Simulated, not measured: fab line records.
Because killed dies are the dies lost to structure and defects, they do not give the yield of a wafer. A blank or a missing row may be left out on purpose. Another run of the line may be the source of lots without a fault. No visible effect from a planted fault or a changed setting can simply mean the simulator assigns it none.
Which tool was responsible? -- flow berkeley-cmos170 -- 45 wafers from 15 lots sampled at 7 of the route's 331 steps

## WHAT THE GAUGES SHOWED, per wafer
UCB170_PSD_TW_MEAS_10. Usual: PSD_TW 2330, standard deviation 12.
lot,measured,on,PSD_TW,flag
L361,day 7 02:44,film-metro-03,2345 2346 2327,
L362,day 7 02:53,film-metro-02,2333 2329 2328,
L366,day 7 18:16,film-metro-04,2350 2347 2350,
L365,day 7 18:34,film-metro-02,2339 2324 2334,
L367,day 8 01:22,film-metro-04,2317 2325 2314,
L370,day 9 02:15,film-metro-02,2330 2332 2320,
L371,day 9 06:50,film-metro-04,2330 2323 2343,
L372,day 9 07:04,film-metro-02,2309 2326 2316,
L373,day 9 07:37,film-metro-04,2334 2314 2317,
L375,day 9 22:43,film-metro-03,2340 2356 2342,
L374,day 9 23:17,film-metro-04,2327 2332 2344,
L378,day 10 17:54,film-metro-02,1938 1924 1921,OFF
L379,day 10 18:10,film-metro-03,1942 1954 1932,OFF
L383,day 10 22:08,film-metro-02,2319 2318 2317,
L382,day 10 22:14,film-metro-02,1923 1924 1925,OFF

UCB170_SDANNEAL_RS_MEAS_02: uses a four-point probe to measure. Usual: PSD_RS 75.5 ohm/sq, standard deviation 0.32.
lot,measured,on,PSD_RS (ohm/sq),flag
L361,day 7 05:41,film-metro-04,75.4 75.5 75.6,
L362,day 7 08:26,film-metro-04,75.2 75.7 75.6,
L366,day 7 21:03,film-metro-03,75.5 75.7 75.8,
L365,day 7 21:29,film-metro-04,75.3 75.1 75.4,
L367,day 8 05:03,film-metro-04,75.1 75.1 75.3,
L370,day 9 04:59,film-metro-03,75.3 75.3 75.6,
L371,day 9 09:42,film-metro-04,75.6 75.7 75.7,
L372,day 9 09:53,film-metro-03,75.7 75.5 75.6,
L373,day 9 12:08,film-metro-02,75.9 75.9 76.1,
L375,day 10 02:05,film-metro-02,76.2 75.8 76.1,
L374,day 10 02:31,film-metro-04,75.7 75.6 75.9,
L378,day 10 21:20,film-metro-03,112.8 113.1 113.1,OFF
L379,day 10 22:10,film-metro-04,113.7 113.3 114.3,OFF
L383,day 11 01:41,film-metro-02,75.1 75.2 75.1,
L382,day 11 02:01,film-metro-04,113.6 114.7 113.8,OFF

UCB170_M2_OVL_MEAS_16. Usual: M2_OVL 3 nm, standard deviation 5.3.
lot,measured,on,M2_OVL (nm),flag
L361,day 8 01:22,overlay-01,-3 -3 -2,
L362,day 8 02:04,overlay-01,8 6 4,
L366,day 8 15:27,overlay-02,11 8 0,
L365,day 8 15:32,overlay-01,2 7 10,
L367,day 8 20:06,overlay-02,0 -1 -1,
L370,day 9 23:33,overlay-01,2 -6 5,
L371,day 10 06:01,overlay-02,-4 0 1,
L372,day 10 06:23,overlay-01,3 5 11,
L373,day 10 06:51,overlay-02,4 5 0,
L375,day 10 20:47,overlay-01,-3 -4 -4,
L374,day 10 20:52,overlay-02,8 8 10,
L378,day 11 19:08,overlay-01,-2 -8 0,
L379,day 11 19:37,overlay-02,15 9 11,
L383,day 11 19:55,overlay-02,-1 -1 0,
L382,day 11 19:44,overlay-01,14 1 -1,

UCB170_M3_THK_MEAS_03: measures by xrf. Usual: M3_AL_THK 891 nm, standard deviation 11.
lot,measured,on,M3_AL_THK (nm),flag
L361,day 8 04:48,film-metro-04,864 876 870,
L362,day 8 05:21,film-metro-02,872 875 867,
L366,day 8 18:37,film-metro-04,889 884 881,
L365,day 8 19:02,film-metro-04,904 899 902,
L367,day 8 23:50,film-metro-04,875 887 874,
L370,day 10 03:15,film-metro-03,912 909 908,
L371,day 10 11:00,film-metro-04,901 897 903,
L372,day 10 11:19,film-metro-04,892 887 881,
L373,day 10 11:29,film-metro-03,891 904 896,
L375,day 11 00:28,film-metro-02,893 887 895,
L374,day 11 00:39,film-metro-03,886 887 897,
L378,day 11 22:29,film-metro-04,880 891 891,
L379,day 11 23:12,film-metro-02,884 886 882,
L383,day 11 23:43,film-metro-02,911 914 895,
L382,day 11 23:26,film-metro-04,872 898 877,

UCB170_M3_BOW_MEAS_20. Usual: M3_BOW 35 um, standard deviation 7.6.
lot,measured,on,M3_BOW (um),flag
L361,day 8 07:16,film-metro-03,31 32 29,
L362,day 8 07:36,film-metro-04,37 39 45,
L366,day 8 21:11,film-metro-03,31 30 39,
L365,day 8 21:46,film-metro-04,31 31 48,
L367,day 9 03:18,film-metro-02,29 26 31,
L370,day 10 06:10,film-metro-02,40 40 39,
L371,day 10 13:47,film-metro-02,45 41 32,
L372,day 10 13:58,film-metro-03,38 38 32,
L373,day 10 14:14,film-metro-02,28 31 31,
L375,day 11 03:41,film-metro-04,14 40 31,
L374,day 11 03:49,film-metro-03,45 34 38,
L378,day 12 01:14,film-metro-02,38 42 44,
L379,day 12 02:44,film-metro-02,50 38 44,
L383,day 12 03:30,film-metro-04,38 15 33,
L382,day 12 03:23,film-metro-03,36 41 41,

## WHAT TOOL EACH LOT RAN ON (gives the tool, then ch and the chambers of the sampled wafers, and finally the start)
lot,UCB170_PSD_IMPLANT_08,UCB170_PSD_STRIP_09
L361,"implanter-02 ch 0, day 7 02:29","plasma-asher-04 ch 0,1, day 7 02:38"
L362,"implanter-03 ch 0, day 7 02:38","plasma-asher-02 ch 0,1, day 7 02:47"
L366,"implanter-03 ch 0, day 7 18:03","plasma-asher-02 ch 0,1, day 7 18:11"
L365,"implanter-02 ch 0, day 7 18:20","plasma-asher-04 ch 0,1, day 7 18:28"
L367,"implanter-04 ch 0, day 8 01:07","plasma-asher-04 ch 0,1, day 8 01:16"
L370,"implanter-04 ch 0, day 9 02:01","plasma-asher-02 ch 0,1, day 9 02:08"
L371,"implanter-04 ch 0, day 9 06:35","plasma-asher-04 ch 0,1, day 9 06:43"
L372,"implanter-03 ch 0, day 9 06:49","plasma-asher-03 ch 0,1, day 9 06:58"
L373,"implanter-02 ch 0, day 9 07:22","plasma-asher-04 ch 0,1, day 9 07:31"
L375,"implanter-03 ch 0, day 9 22:28","plasma-asher-04 ch 1, day 9 22:37"
L374,"implanter-03 ch 0, day 9 23:03","plasma-asher-02 ch 0,1, day 9 23:10"
L378,"implanter-03 ch 0, day 10 17:40","plasma-asher-03 ch 0,1, day 10 17:47"
L379,"implanter-03 ch 0, day 10 17:55","plasma-asher-03 ch 0,1, day 10 18:04"
L383,"implanter-04 ch 0, day 10 21:52","plasma-asher-02 ch 0,1, day 10 22:01"
L382,"implanter-03 ch 0, day 10 21:59","plasma-asher-03 ch 0,1, day 10 22:08"
- UCB170_PSD_IMPLANT_08
- UCB170_PSD_STRIP_09: strips in O2.

## AS READ BY THE TOOLS THEMSELVES (means over the sampled wafers that have a number; for cases with no such wafer, the mark the record gives instead)
UCB170_PSD_IMPLANT_08. Usual: dose-ions-cm2 3e+15, standard deviation 3.5e+12; end-station-pressure-torr 1.26e-05 Torr, standard deviation 6.3e-07; faraday-current-uA 9246, standard deviation 180; tilt-deg 7.001 degrees, standard deviation 0.019.
lot,tool,dose-ions-cm2,end-station-pressure-torr (Torr),faraday-current-uA,tilt-deg (degrees),flag
L361,implanter-02,3e+15,1.27e-05,9078,6.987,
L362,implanter-03,3e+15,1.31e-05,9305,6.997,
L366,implanter-03,3e+15,1.27e-05,9236,7.017,
L365,implanter-02,3e+15,1.29e-05,9149,7.004,
L367,implanter-04,3e+15,1.27e-05,9301,7.006,
L370,implanter-04,3e+15,1.29e-05,9145,6.959,
L371,implanter-04,3e+15,1.23e-05,9038,7.033,
L372,implanter-03,3e+15,1.22e-05,9382,7.012,
L373,implanter-02,3e+15,1.34e-05,9296,7.002,
L375,implanter-03,3e+15,1.27e-05,9302,7.007,
L374,implanter-03,3e+15,1.20e-05,9090,7.007,
L378,implanter-03,2e+15,9.10e-06,5116,7.002,OFF
L379,implanter-03,2e+15,8.87e-06,5097,7.007,OFF
L383,implanter-04,3e+15,1.24e-05,9143,6.990,
L382,implanter-03,2e+15,8.93e-06,5284,6.996,OFF

UCB170_PSD_STRIP_09. Usual: drypump-motor-current-A 5.7 A, standard deviation 0.32; oes-product-au 0.600 a.u., standard deviation 0.0043; strip-time-to-endpoint-s 29.41 s, standard deviation 0.091.
lot,tool,drypump-motor-current-A (A),oes-product-au (a.u.),strip-time-to-endpoint-s (s),flag
L361,plasma-asher-04,5.6,0.594,29.38,
L362,plasma-asher-02,5.4,0.601,29.42,
L366,plasma-asher-02,5.6,0.602,29.37,
L365,plasma-asher-04,5.5,0.599,29.50,
L367,plasma-asher-04,5.5,0.596,29.45,
L370,plasma-asher-02,5.6,0.597,29.49,
L371,plasma-asher-04,5.6,0.602,29.44,
L372,plasma-asher-03,6.1,0.601,29.38,
L373,plasma-asher-04,5.5,0.603,29.37,
L375,plasma-asher-04,5.4,0.603,29.41,
L374,plasma-asher-02,5.6,0.598,29.57,
L378,plasma-asher-03,6.1,0.690,23.53,OFF
L379,plasma-asher-03,6.1,0.689,23.55,OFF
L383,plasma-asher-02,5.6,0.602,29.42,
L382,plasma-asher-03,6.1,0.693,23.69,OFF

## THE ANSWER, worked out from the rows above alone
Rule: a lot counts as off when the mean over its wafers that have a number is more than 3 standard deviations away from the usual mean. A lot without any number at a reading at which 4 lots or more have one is off too. Any other lot the step has rows for is counted as sound. First the gauges in route order, then the tools' own readings, where a lot's mean is used as printed above. At the first step where some lot is off, the reading lying furthest off is the one used; lots without a number count as furthest.
Off: L378, L379, L382, seen at UCB170_PSD_TW_MEAS_10 (PSD_TW).
If a tool, at a process step before that reading, ran all the lots that are off and no sound lot after the first of them, it fits. The gauges at UCB170_PSD_TW_MEAS_10 aren't tried: what is off there is off at UCB170_PSD_IMPLANT_08 too, on other tools, and a gauge's error can't cause that. Undecided on this evidence; 2 tools fit (implanter-03 at UCB170_PSD_IMPLANT_08, plasma-asher-03 at UCB170_PSD_STRIP_09).

## WHAT THE SIMULATOR PUT IN
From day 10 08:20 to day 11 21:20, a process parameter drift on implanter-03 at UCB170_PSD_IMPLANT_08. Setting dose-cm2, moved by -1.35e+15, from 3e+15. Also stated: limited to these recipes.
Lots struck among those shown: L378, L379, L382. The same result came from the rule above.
